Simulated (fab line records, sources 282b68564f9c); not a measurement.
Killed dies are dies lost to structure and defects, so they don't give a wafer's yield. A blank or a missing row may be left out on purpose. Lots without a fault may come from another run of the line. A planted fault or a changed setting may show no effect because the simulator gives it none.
fab line records | flow rit_cmos
record lots=14 wafers=42 last_day=7
route steps=202 shown FOX1@20
lots that met no fault: from a run of the same line without faults
start_h: hours from the record's first day to the start of the lot's first wafer shown | wait_h: hours since the lot's step before | " the same as in the row above | L1.1+2: a row that stands for several wafers | - no value, or no start given | * or withheld: withheld | < > ~ a bound
route shown NAME@n: a module of which the file shows steps, and the number in the route of the first | usual: mean/standard deviation of fault-free wafers | same: alike in all rows | chamber/n: place in a boat | sites: the reading at each site | _std_site: their standard deviation | _edge_site: outer sites' mean less inner sites' | radius_mm: how far each site lies from the wafer's centre | mask NAME#n: copy n | behind: the tool/chamber that last shaped the wafer | hold: why the lot was held/for how many hours/how that ended | device: the transistor (n, p or np) that didn't switch | end of line: the same wafers' tests at the end of the route | a step without rows: its recipe alone | killed: dies lost to structure and defects at the first sort, not the wafer's yield | map: a wafer's dies, x killed, . not, _ none there
set.NAME: the setting as run; set.NAME@STEP: as run at that earlier step | model.NAME: the simulator's own value behind a step, which no gauge read
steps of the route over a sample of lots; a table a step, a row a wafer
services: from which hour (start_h, from the record's first day; less than 0 if before it) a tool's chamber was out of use, for how many hours, and why
## steps
# step RIT_FOX1_OXIDATION_00
# recipe temp_c=1100 ambient=H2O target_thk_a=3507 p_h2o_torr=720 ox_time_s=1130
# usual ox_time_s=1130/0 tube_center_temp_C_max=1102.8/0.52
# columns lot.wafer tool chamber start_h wait_h ox_time_s tube_center_temp_C_max
L290.1 furnace-04 0 17.67 0.0 1130 1102.6
L290.3 " 0 " " 1130 1102.7
L290.4 " 0 " " 1130 1103.1
L291.1 furnace-04 0 22.89 0.0 1130 1102.6
L291.2 " 0 " " 1130 1102.3
L291.5 " 0 " " 1130 1102.3
L292.1 furnace-03 0 25.69 0.2 1130 1103.1
L292.3 " 0 " " 1130 1104.4
L292.5 " 0 " " 1130 1102.9
L294.2 furnace-01 0 35.62 0.0 1130 1102.7
L294.4 " 0 " " 1130 1103.1
L294.5 " 0 " " 1130 1102.8
L295.2 furnace-03 0 42.78 1.0 1638.5 1104.3
L295.3 " 0 " " 1638.5 1102.3
L295.6 " 0 " " 1638.5 1102.6
L298.1 furnace-01 0 56.14 0.0 1130 1102.8
L298.2 " 0 " " 1130 1102.1
L298.3 " 0 " " 1130 1102.5
L300.1 furnace-03 0 66.62 0.7 1638.5 1102.6
L300.3 " 0 " " 1638.5 1102.5
L300.5 " 0 " " 1638.5 1102.8
L303.2 furnace-04 0 80.65 0.0 1130 1102.5
L303.4 " 0 " " 1130 1102.6
L303.5 " 0 " " 1130 1104.1
L304.1 furnace-01 0 86.01 0.5 1130 1102.5
L304.2 " 0 " " 1130 1102.6
L304.3 " 0 " " 1130 1102.9
L306.2 furnace-04 0 95.64 0.0 1130 1102.9
L306.3 " 0 " " 1130 1103.1
L306.5 " 0 " " 1130 1102.6
L307.1 furnace-04 0 100.63 0.0 1130 1102.5
L307.3 " 0 " " 1130 1102.5
L307.4 " 0 " " 1130 1103.2
L311.2 furnace-03 0 123.89 2.0 1130 1102.7
L311.4 " 0 " " 1130 1104.1
L311.5 " 0 " " 1130 1102.8
L312.3 furnace-03 0 128.21 2.0 1130 1102.2
L312.5 " 0 " " 1130 1103.1
L312.6 " 0 " " 1130 1103.7
L313.1 furnace-01 0 132.78 1.3 1130 1102.3
L313.5 " 0 " " 1130 1103.5
L313.6 " 0 " " 1130 1102.5
# step RIT_FOX1_THK_MEAS_01
# recipe reads=SiO2_of_FOX1_OXIDATION_00
# usual FOX1_OXIDE_THK=345/6
# columns lot.wafer tool chamber start_h wait_h FOX1_OXIDE_THK[nm]
L290.1 film_metro-04 - 18.98 0.0 340
L290.3 " - " " 345
L290.4 " - " " 340
L291.1 film_metro-03 - 24.20 0.0 348
L291.2 " - " " 347
L291.5 " - " " 348
L292.1 film_metro-03 - 27.01 0.0 344
L292.3 " - " " 345
L292.5 " - " " 348
L294.2 film_metro-03 - 36.94 0.0 357
L294.4 " - " " 357
L294.5 " - " " 356
L295.2 film_metro-01 - 44.10 0.0 438
L295.3 " - " " 441
L295.6 " - " " 437
L298.1 film_metro-03 - 57.46 0.0 351
L298.2 " - " " 348
L298.3 " - " " 344
L300.1 film_metro-04 - 67.93 0.0 430
L300.3 " - " " 426
L300.5 " - " " 425
L303.2 film_metro-03 - 81.97 0.0 348
L303.4 " - " " 342
L303.5 " - " " 343
L304.1 film_metro-03 - 87.33 0.0 340
L304.2 " - " " 340
L304.3 " - " " 343
L306.2 film_metro-01 - 96.96 0.0 346
L306.3 " - " " 346
L306.5 " - " " 346
L307.1 film_metro-03 - 101.95 0.0 339
L307.3 " - " " 343
L307.4 " - " " 343
L311.2 film_metro-04 - 125.22 0.0 357
L311.4 " - " " 353
L311.5 " - " " 354
L312.3 film_metro-03 - 129.55 0.0 347
L312.5 " - " " 345
L312.6 " - " " 346
L313.1 film_metro-01 - 134.09 0.0 342
L313.5 " - " " 335
L313.6 " - " " 348
## services
# columns tool chamber start_h hours kind
furnace-04 - 48.60 4.5 pm
furnace-01 - 98.39 2.6 pm
furnace-03 - 102.05 5.5 pm
furnace-04 - 108.13 23.4 pm
furnace-01 - 112.59 1.3 pm
furnace-03 - 114.67 3.3 pm
furnace-04 - 131.49 3.4 pm
## key
first_sign step=RIT_FOX1_OXIDATION_00 reading=ox_time_s direction=up sigmas=99+ usual=* struck=*
effect step=RIT_FOX1_THK_MEAS_01 reading=FOX1_OXIDE_THK direction=up sigmas=15 usual=345 struck=433
met_at RIT_FOX1_OXIDATION_00
struck_lots L295,L300
tester_left_out L295,L300
onset_between 25.69 42.78
fault kind=process_parameter_drift tool=furnace-03 chamber=- onset_h=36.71 steps=RIT_FOX1_OXIDATION_00 channel=ox_time_s offset=* shape=step end_h=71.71 acts_in=* stated=*
# tester_left_out: of these lots the tester's yield and bins aren't shown, on N5 and GAA mostly nor the transistor test; their killed dies are dies lost to structure and defects alone, not to doping, threshold or leakage, so they don't give the yield
